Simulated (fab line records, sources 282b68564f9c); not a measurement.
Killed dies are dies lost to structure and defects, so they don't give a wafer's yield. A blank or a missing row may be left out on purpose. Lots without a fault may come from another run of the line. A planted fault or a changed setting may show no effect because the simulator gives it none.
Which tool did it? | flow rit_cmos | 6 lots, 18 wafers sampled, at 2 steps of a route of 202

WHAT THE GAUGES READ, wafer by wafer
RIT_GATE_CD_MEAS_16: target cd 150 nm.
lot  | measured    | on        | cd_nm (nm)
L590 | day 2 23:07 | cd_sem-01 | 149.4 150.8 149.9
L592 | day 3 05:35 | cd_sem-01 | 154.7 152.9 153.1
L594 | day 3 15:40 | cd_sem-02 | 156.4 153.6 151.9
L596 | day 3 23:14 | cd_sem-01 | 148.4 148.1 146.7
L599 | day 4 14:26 | cd_sem-02 | 167.3 167.7 166.1
L604 | day 5 14:58 | cd_sem-02 | 166.6 168.1 167.9

WHICH TOOL RAN EACH LOT (tool, then ch and the chambers of the sampled wafers, then the start)
lot  | RIT_GATE_DEVELOP_15
L590 | litho_track-04 ch 0, day 2 22:00
L592 | litho_track-01 ch 0, day 3 05:00
L594 | litho_track-04 ch 0, day 3 15:00
L596 | litho_track-01 ch 0, day 3 23:00
L599 | litho_track-04 ch 0, day 4 14:00
L604 | litho_track-04 ch 0, day 5 14:00
- RIT_GATE_DEVELOP_15: develop time 50 s.

THE ANSWER, worked out from the rows above alone
Rule: what is usual is taken from the lots themselves. Put in order of their means at a reading, lots are off if they are a third of the lots or fewer, leave a main group of 4 or more, and stand apart from it by a gap of 3 or more times the standard deviation of the main group's means; of several such gaps the widest counts. A main group whose means are all the same, to the digits that the tables above print for the reading, isn't used. A lot without any number at a reading at which 4 lots or more have one is off too. The other lots that the step has rows for count as sound.
Off: L599, L604, at RIT_GATE_CD_MEAS_16 (cd_nm). The main group: mean 151.3 nm, standard deviation 2.6.
A tool fits if, at a process step before that reading, it ran every lot that is off, and no sound lot after the first of them. The gauges at RIT_GATE_CD_MEAS_16 are tried like those tools. Can't be told from this: 2 tools fit, litho_track-04 at RIT_GATE_DEVELOP_15, cd_sem-02 at RIT_GATE_CD_MEAS_16.

WHAT THE SIMULATOR HAD PUT IN
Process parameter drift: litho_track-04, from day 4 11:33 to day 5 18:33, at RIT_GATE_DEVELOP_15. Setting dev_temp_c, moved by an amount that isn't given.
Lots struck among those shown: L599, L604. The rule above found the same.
